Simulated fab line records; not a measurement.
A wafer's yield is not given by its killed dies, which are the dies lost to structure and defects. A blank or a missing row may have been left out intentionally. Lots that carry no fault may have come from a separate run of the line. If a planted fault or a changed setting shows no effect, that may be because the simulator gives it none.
Comparing a struck lot with a sound one -- flow rit_cmos -- 15 out of 202 route steps
Sound: the wafers L813.2, L813.4, L813.5. The struck wafers were L821.1, L821.2, L821.4. The cause comes at the end.
For every step that has rows: the tool of each side, followed by ch and its chambers, followed by its first start. Under that, the readings that differ: sound wafers -- struck wafers -- difference of the means -- sigmas: that difference in standard deviations of wafers without a fault.
alike: words and numbers the same on both sides, and readings whose means are apart by under 2 such deviations; not compared: readings that were withheld, readings missing a value for some wafer, numbers with overlapping values and no deviation given by the record, and bounds like >300 which may hide the same value.
A row with sigmas, a row that says differs or no value, or rows on one side alone: a step with any of these is where the two part. When numbers do not overlap yet have no deviation, they are printed without sigmas and do not part them. Lack of a reading on every wafer of one side parts them only where that side has two or more wafers.

first, 3 steps without rows for these wafers: RIT_REOX_CLEAN_01 (cleans in dHF, time 30 s); RIT_REOX_CLEAN_02 (cleans in SC2, time 600 s); RIT_REOX_OXIDATION_03 (target thk 25.2 nm, ox time 5580 s).
RIT_REOX_THK_MEAS_04:
  sound: film_metro-04 at day 3 16:39; struck: film_metro-04 at day 5 10:23
  alike: REOX_OXIDE_THK
then, 6 steps without rows for these wafers: RIT_NLDD_HMDS_00 (prime time 60 s); RIT_NLDD_COAT_01 (resist thk 1000 nm); RIT_NLDD_SOFTBAKE_02 (time 60 s); RIT_NLDD_EXPOSE_03 (exposes mask M7, target cd 40700 nm); RIT_NLDD_PEB_04; RIT_NLDD_DEVELOP_05 (develop time 50 s).
RIT_NLDD_OVL_MEAS_06:
  sound: overlay-01 at day 3 17:43; struck: overlay-02 at day 5 11:29
  alike: NLDD_OVL
then, 1 step without rows for these wafers: RIT_NLDD_HARDBAKE_07 (time 60 s).
RIT_NLDD_IMPLANT_08:
  sound on implanter-02 ch 0, day 3 17:55; struck on implanter-02 ch 0, day 5 11:40
reading,sound,struck,difference,sigmas
tilt_deg (degrees),7.031 7.028 7.003,6.681 6.681 6.687,-0.338,-16
  alike: beam_energy_keV, faraday_current_uA
RIT_NLDD_STRIP_09: strips in O2, time 180 s.
  sound on plasma_asher-01 ch 0,1, day 3 18:02; struck on plasma_asher-01 ch 0,1, day 5 11:49
  alike: drypump_motor_current_A
  not compared: rf_hours_counter_h
RIT_M1_PROBE_99:
  sound: prober-01 at day 4 09:18; struck: prober-02 at day 6 02:55
  alike: killed_at_contacts, killed_at_front_end, killed_dies, killed_open, killed_short

== WHERE THEY PART ==
Only at RIT_NLDD_IMPLANT_08, as far as this record shows. Later steps at which nothing parts them and some readings are alike: RIT_NLDD_STRIP_09, RIT_M1_PROBE_99.

WHY: what had been put in by the simulator
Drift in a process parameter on implanter-02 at RIT_NLDD_IMPLANT_08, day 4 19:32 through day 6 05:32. A move of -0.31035 in setting tilt_deg, from 7. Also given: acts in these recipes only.
